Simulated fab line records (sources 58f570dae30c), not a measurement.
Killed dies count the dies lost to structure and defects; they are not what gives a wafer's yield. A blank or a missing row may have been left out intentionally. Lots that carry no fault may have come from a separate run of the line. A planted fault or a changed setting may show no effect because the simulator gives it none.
A single fault, viewed from 2 desks | flow berkeley_cmos170 | only its own numbers are on each desk; what lay behind them is given at the end

## TOOL OWNER'S DESK, rie_diel-01
The tool's own readings at UCB170_M1_ETCH_11 (etches BARC in N2/H2): means of the sampled wafers that have a number, for each lot that ran on this tool. Any lot whose mean is over 4 standard deviations away from the usual mean is out of limits and marked OUT; that distance is given in the brackets.
Columns: A = bias_w at UCB170_M1_ETCH_11, usual 100.0 W; B = chamber_pressure_mTorr at UCB170_M1_ETCH_11, usual 30.002 mTorr; C = drypump_motor_current_A at UCB170_M1_ETCH_11, usual 5.6 A; D = oes_product_au at UCB170_M1_ETCH_11, usual 1.007 a.u.; E = throttle_valve_pct at UCB170_M1_ETCH_11, usual 13.32 %
lot  | first seen here | A                | B      | C   | D     | E
L541 | day 7 12:07     | 99.8             | 30.025 | 5.6 | 1.004 | 13.26
L545 | day 7 20:47     | 99.7             | 29.973 | 5.8 | 1.005 | 13.17
L543 | day 7 21:26     | 99.8             | 30.018 | 5.9 | 1.003 | 13.18
L547 | day 8 21:07     | 102.9 (+9.5) OUT | 29.989 | 5.6 | 1.025 | 13.22
L550 | day 9 09:46     | 103.0 (+9.8) OUT | 29.978 | 5.7 | 0.995 | 13.19
This desk's finding: out of limits on L547, L550; first on L547, day 8 21:07 (bias_w at UCB170_M1_ETCH_11). L541, L545, L543 stayed within limits.

## THE METROLOGY DESK
Means of the sampled wafers that have a number, per lot and without regard to the tool the lot ran on: this is what the gauges read. Any lot whose mean is over 4 standard deviations away from the usual mean is out of limits and marked OUT; that distance is given in the brackets.
Columns: A = V1_BOW at UCB170_V1_BOW_MEAS_03, usual 19 um; B = V1_POLISHED_THK at UCB170_V1_THK_MEAS_04, usual 1000.2 nm
lot  | first seen here | A  | B
L540 | day 7 16:15     | 24 | 1001.3
L541 | day 7 16:22     | 22 | 999.8
L545 | day 8 01:12     | 12 | 999.6
L544 | day 8 01:30     | 21 | 998.9
L543 | day 8 01:48     | 27 | 999.4
L542 | day 8 02:05     | 21 | 1000.7
L547 | day 9 02:48     | 19 | 999.0
L550 | day 9 14:48     | 20 | 1002.6
L557 | day 10 21:26    | 12 | 1000.9
L559 | day 10 21:28    | 22 | 1000.8
L558 | day 10 21:43    | 19 | 1001.1
L562 | day 12 01:13    | 17 | 1000.4
L563 | day 12 01:32    | 17 | 1000.1
This desk's finding: nothing out of limits on any of the 13 lots.

## ALL TOGETHER
The tool owner's desk could have raised an alarm at day 8 21:07, on L547, L550.
At the metrology desk, nothing out of limits was observed.
The metrology desk holds a record of L547, L550, inside its limits.
UCB170_M1_ETCH_11 was run on rie_diel-01 by each of the lots named.

## WHAT THE SIMULATOR HAD INSERTED
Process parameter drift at UCB170_M1_ETCH_11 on rie_diel-01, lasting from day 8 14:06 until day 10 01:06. From 100, the setting bias_w moved by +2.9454. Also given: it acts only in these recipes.
Lots struck among those shown: L547, L550.
Hours from the fault's start to each desk's first reading out of limits: the tool owner's desk, 7.
